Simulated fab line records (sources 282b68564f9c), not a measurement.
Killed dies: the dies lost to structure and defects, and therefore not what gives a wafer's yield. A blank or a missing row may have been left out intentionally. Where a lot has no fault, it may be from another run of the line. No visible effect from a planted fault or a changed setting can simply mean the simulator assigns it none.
Code-filled problem report in 8D (eight disciplines) form -- flow rit_cmos -- the parts of the form that need people (team, actions taken, sign-off) are left out

1. WHAT IS WRONG
Mean SILICIDE_TI_RS at RIT_SILICIDE_RS_MEAS_02: 40.2 ohm/sq over 2 wafers in 2 lots; fault-free wafers: 49.7 ohm/sq, standard deviation 0.57. Relative to the usual mean, that is a shift of -17 standard deviations.
The step: measures by four-point-probe.
Seen first at day 4 10:33 on film_metro-02, wafer L807.3. Wafers with a number at this step in the record: 42, from 14 lots. By rule, "out" or "out of limits" means more than 4 standard deviations away from the usual mean. All remaining wafers that have a number are taken as sound.

2. WHAT IT IS; WHAT IT IS NOT
question,is,is not
which readings at this step,SILICIDE_TI_RS,-
which lots,"L807, L809","L803, L804, L815, L816, L817, L819, L820, L821, L822, L823, L824, L825"
which wafers of those lots,"L807.3, L809.4","L807.1, L807.2, L809.2, L809.6"
read on which gauges,"film_metro-01, film_metro-02",film_metro-04
when,from day 4 10:33,"up to then (8 sound wafers); but 32 sound wafers of L809, L815, L816, L817, L819, L820, L821, L822, L823, L824, L825 came after"

3. WHAT RULES OUT EACH SUSPECT
Counting: any tool at a process step up to the reading remains a suspect provided it ran every lot that is out. Sound lots after the first of them don't rule it out here, since some wafers of a struck lot are sound.
- the gauge at RIT_SILICIDE_RS_MEAS_02 has been ruled out. The wafers that are out were read on 2 gauges (film_metro-01, film_metro-02).
- plasma_asher-02 at RIT_NSD_STRIP_09 (strips in O2, time 180 s): kept. It ran every lot that is out, first L807 (day 4 07:50).
- pvd_sputter-04 at RIT_SILICIDE_SPUTTER_01 (material Ti, target thk 30 nm, time 240 s): kept. Ran every lot that is out, first one L807 (day 4 10:24); last sound lot up to then L803 (day 3 13:08). Its own readings are out on those wafers: chamber_pressure_pa.
What counting leaves: plasma_asher-02 at RIT_NSD_STRIP_09 and pvd_sputter-04 at RIT_SILICIDE_SPUTTER_01.

4. THE CAUSE (what the simulator had put in)
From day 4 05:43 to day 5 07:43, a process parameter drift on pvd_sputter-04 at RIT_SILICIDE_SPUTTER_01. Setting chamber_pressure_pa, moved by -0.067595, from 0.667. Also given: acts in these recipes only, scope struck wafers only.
Counting left 2 suspects, and this tool is among them.

5. THE EFFECT CHAIN, in route order
Each row: a reading where the mean over the struck wafers with a number is more than 3 standard deviations away from the usual. Only readings whose record carries a usual standard deviation are examined. hours: median over the lots of the time between each lot's start at the first step of this table that gives one and its start at this step. sigmas: the change, counted in usual standard deviations.
hours,step,reading,usual,on struck wafers,change,sigmas
0,RIT_SILICIDE_SPUTTER_01,chamber_pressure_pa,0.6670 Pa,0.5993,-0.0677,-52
0,RIT_SILICIDE_RS_MEAS_02,SILICIDE_TI_RS,49.7 ohm/sq,40.2,-9.5,-17
It contains these process steps:
- RIT_SILICIDE_SPUTTER_01: material Ti, target thk 30 nm, time 240 s.
At these later measuring or inspecting steps, every struck wafer for which the step has a row has a number for every such reading, and none has moved that far: RIT_CONTACT_OVL_MEAS_09.

6. WHAT WOULD HAVE CAUGHT IT SOONER
Counted from the fault's start at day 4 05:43, it took 5 hours until the first out-of-limits reading at a measuring or inspecting step in this record, taken at day 4 10:33.
At RIT_SILICIDE_SPUTTER_01, the tool's own readings (chamber_pressure_pa) were out on each struck wafer the step has a row for, so an alarm limit on them would have fired on the first such wafer.
L809, from the lots that are out (2), started RIT_SILICIDE_SPUTTER_01 on pvd_sputter-04 later than day 4 10:33. Holding the tool at that time would have saved it.
